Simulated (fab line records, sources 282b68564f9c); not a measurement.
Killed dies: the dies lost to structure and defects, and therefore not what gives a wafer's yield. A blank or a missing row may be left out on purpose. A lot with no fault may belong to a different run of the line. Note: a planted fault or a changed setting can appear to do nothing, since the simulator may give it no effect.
Which of the tools did it?    flow ritCmos    Sampling: 14 lots, 42 wafers, 6 of 202 route steps

== WHAT EACH GAUGE READ, for each wafer ==
RIT_NRETRO_OVL_MEAS_06. Usual: for NRETRO_OVL the level is 1.2 nm and the standard deviation is 1.4.
lot   measured     on          NRETRO_OVL (nm)  flag
L183  day 2 05:02  overlay-01  3.1 2.0 2.8      
L184  day 2 09:58  overlay-02  2.2 -0.4 2.4     
L185  day 2 14:45  overlay-01  4.6 1.3 2.2      
L186  day 2 20:55  overlay-02  0.8 1.4 2.1      
L187  day 3 02:20  overlay-01  -2.1 -1.5 0.3    
L191  day 3 22:05  overlay-02  2.8 1.5 -0.4     
L192  day 4 02:13  overlay-01  0.8 1.6 2.1      
L193  day 4 08:29  overlay-02  -0.8 -0.2 1.3    
L195  day 4 17:25  overlay-02  -2.2 0.3 0.9     
L197  day 5 03:02  overlay-02  1.1 0.2 -0.4     
L198  day 5 09:22  overlay-01  1.4 1.1 -0.3     
L200  day 5 18:43  overlay-01  1.2 1.8 0.9      
L201  day 5 23:53  overlay-02  2.1 3.4 1.4      
L203  day 6 14:03  overlay-01  3.4 2.0 2.9      

RIT_GATE_THK_MEAS_09. Usual: for GATE_POLY_THK the level is 249.9 nm and the standard deviation is 2.
lot   measured     on            GATE_POLY_THK (nm)  flag
L183  day 2 11:07  filmMetro-01  246.5 248.9 249.5   
L184  day 2 16:03  filmMetro-04  248.1 248.8 248.9   
L185  day 2 22:29  filmMetro-03  252.5 249.4 251.8   
L186  day 3 03:19  filmMetro-01  249.3 250.2 251.5   
L187  day 3 09:19  filmMetro-01  252.0 250.8 251.0   
L191  day 4 04:19  filmMetro-04  253.0 251.5 250.3   
L192  day 4 08:04  filmMetro-03  244.5 243.1 247.7   
L193  day 4 14:19  filmMetro-04  250.1 248.9 250.0   
L195  day 4 23:38  filmMetro-04  251.4 251.0 249.3   
L197  day 5 11:20  filmMetro-01  249.3 252.5 251.6   
L198  day 5 15:37  filmMetro-03  251.0 251.1 251.6   
L200  day 6 02:08  filmMetro-01  248.1 250.3 247.8   
L201  day 6 07:53  filmMetro-03  248.8 248.8 251.6   
L203  day 6 22:16  filmMetro-01  250.3 251.5 250.3   

RIT_REOX_THK_MEAS_04. Usual: for REOX_OXIDE_THK the level is 25.2 nm and the standard deviation is 0.57.
lot   measured     on            REOX_OXIDE_THK (nm)  flag
L183  day 2 16:31  filmMetro-02  26.5 26.1 26.3       
L184  day 2 20:37  filmMetro-03  25.7 25.7 25.8       
L185  day 3 03:38  filmMetro-02  25.5 25.7 25.4       
L186  day 3 08:54  filmMetro-04  26.5 26.2 26.6       
L187  day 3 14:05  filmMetro-04  25.3 24.8 24.9       
L191  day 4 08:56  filmMetro-03  24.9 25.6 25.3       
L192  day 4 12:44  filmMetro-02  24.8 24.8 24.8       
L193  day 4 19:01  filmMetro-03  25.0 25.0 24.7       
L195  day 5 04:30  filmMetro-04  25.6 25.6 25.6       
L197  day 5 16:03  filmMetro-02  24.8 24.7 24.9       
L198  day 5 21:25  filmMetro-04  25.0 25.2 24.9       
L200  day 6 07:52  filmMetro-04  25.3 25.5 25.4       
L201  day 6 14:41  filmMetro-02  24.9 24.8 24.8       
L203  day 7 05:10  filmMetro-02  24.6 25.0 25.0       

RIT_PLDD_TW_MEAS_10. Usual: for PLDD_TW the level is 2357 and the standard deviation is 25.
lot   measured     on            PLDD_TW         flag
L183  day 2 19:22  filmMetro-03  2342 2348 2354  
L184  day 2 23:31  filmMetro-02  2385 2395 2395  
L185  day 3 06:46  filmMetro-02  2384 2389 2384  
L186  day 3 11:59  filmMetro-01  2322 2316 2311  
L187  day 3 17:04  filmMetro-02  2393 2383 2387  
L191  day 4 11:54  filmMetro-03  2110 2107 2112  OFF
L192  day 4 15:44  filmMetro-03  2107 2111 2103  OFF
L193  day 4 22:19  filmMetro-02  2373 2365 2383  
L195  day 5 07:36  filmMetro-01  2327 2317 2321  
L197  day 5 19:08  filmMetro-02  2375 2374 2377  
L198  day 6 00:34  filmMetro-02  2361 2360 2357  
L200  day 6 10:59  filmMetro-02  2362 2352 2371  
L201  day 6 17:40  filmMetro-01  2339 2313 2331  
L203  day 7 08:08  filmMetro-01  2327 2309 2314  

RIT_SDANNEAL_RS_MEAS_06: a four-point-probe measurement. Usual: for PLDD_RS the level is 178.6 ohm/sq and the standard deviation is 0.46.
lot   measured     on            PLDD_RS (ohm/sq)   flag
L183  day 3 01:41  filmMetro-02  178.0 178.6 179.0  
L184  day 3 07:20  filmMetro-01  178.5 178.7 177.7  
L185  day 3 13:22  filmMetro-03  178.8 178.0 178.0  
L186  day 3 18:07  filmMetro-01  178.9 178.4 179.6  
L187  day 4 00:41  filmMetro-03  179.0 178.6 178.7  
L191  day 4 18:09  filmMetro-03  222.4 222.6 222.7  OFF
L192  day 4 22:17  filmMetro-01  223.0 223.2 222.3  OFF
L193  day 5 04:28  filmMetro-03  178.2 178.6 177.8  
L195  day 5 13:54  filmMetro-01  178.9 178.9 178.8  
L197  day 6 01:40  filmMetro-03  178.4 178.3 178.5  
L198  day 6 07:52  filmMetro-02  178.9 178.4 178.8  
L200  day 6 17:19  filmMetro-02  177.3 177.5 177.4  
L201  day 7 00:22  filmMetro-03  178.4 178.4 178.3  
L203  day 7 14:31  filmMetro-03  178.4 178.8 178.4  

== TOOL THAT RAN EACH LOT (tool first, then ch and the chambers of the sampled wafers, then the start) ==
lot   RIT_PLDD_IMPLANT_08
L183  implanter-04 ch 0, day 2 19:03
L184  implanter-02 ch 0, day 2 23:11
L185  implanter-01 ch 0, day 3 06:26
L186  implanter-04 ch 0, day 3 11:40
L187  implanter-02 ch 0, day 3 16:44
L191  implanter-01 ch 0, day 4 11:34
L192  implanter-01 ch 0, day 4 15:24
L193  implanter-04 ch 0, day 4 21:59
L195  implanter-02 ch 0, day 5 07:16
L197  implanter-02 ch 0, day 5 18:51
L198  implanter-02 ch 0, day 6 00:16
L200  implanter-02 ch 0, day 6 10:40
L201  implanter-02 ch 0, day 6 17:21
L203  implanter-02 ch 0, day 7 07:49
- RIT_PLDD_IMPLANT_08

== WHAT THE TOOLS THEMSELVES READ (means of the sampled wafers that have a number; where no wafer has one, the mark that the record gives instead) ==
RIT_PLDD_IMPLANT_08. Usual: doseIonsCm2 9e+14, standard deviation 1e+12; faradayCurrentUA 2831, standard deviation 61.
lot   tool          doseIonsCm2  faradayCurrentUA  flag
L183  implanter-04  9e+14        2824              
L184  implanter-02  9e+14        2843              
L185  implanter-01  9e+14        2815              
L186  implanter-04  9e+14        2859              
L187  implanter-02  9e+14        2903              
L191  implanter-01  6e+14        1932              OFF
L192  implanter-01  6e+14        1910              OFF
L193  implanter-04  9e+14        2822              
L195  implanter-02  9e+14        2828              
L197  implanter-02  9e+14        2790              
L198  implanter-02  9e+14        2805              
L200  implanter-02  9e+14        2826              
L201  implanter-02  9e+14        2892              
L203  implanter-02  9e+14        2780              

== THE ANSWER, worked out from the rows above alone ==
Rule: a lot counts as off when the mean over its wafers that have a number is more than 3 standard deviations away from the usual mean. Also off: a lot with no number at a reading for which 4 or more lots have one. The other lots that the step has rows for count as sound. The gauges are gone through in route order, then the tools' own readings, and for those a lot's mean is taken as printed above. The first step at which some lot is off is used, and at that step the reading that is off furthest; a lot without a number counts as furthest.
Off: L191, L192, seen at RIT_PLDD_TW_MEAS_10 (PLDD_TW).
If a tool, at a process step before that reading, ran all the lots that are off and no sound lot after the first of them, it fits. The gauges at RIT_PLDD_TW_MEAS_10 aren't tried: what is off there is off at RIT_PLDD_IMPLANT_08 too, on other tools, and a gauge's error can't cause that. One fits: RIT_PLDD_IMPLANT_08 on implanter-01. Its last sound lot is L185 (day 3 06:26), its first lot that is off L191 (day 4 11:34): a fault that began between those two fits.
The tool's own readings at RIT_PLDD_IMPLANT_08 bear it out: on the lots that are off they differ by more than 5 times the standard deviation of the sound lots' means. doseIonsCm2 reads 6e+14 there against 9e+14 on the sound lots; faradayCurrentUA reads 1921 there against 2832 on the sound lots.

== WHAT THE SIMULATOR HAD INSERTED ==
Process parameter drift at RIT_PLDD_IMPLANT_08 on implanter-01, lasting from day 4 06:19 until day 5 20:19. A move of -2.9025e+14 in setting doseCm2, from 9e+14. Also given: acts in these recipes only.
Lots struck among those shown: L191, L192. This agrees with what the rule above found.
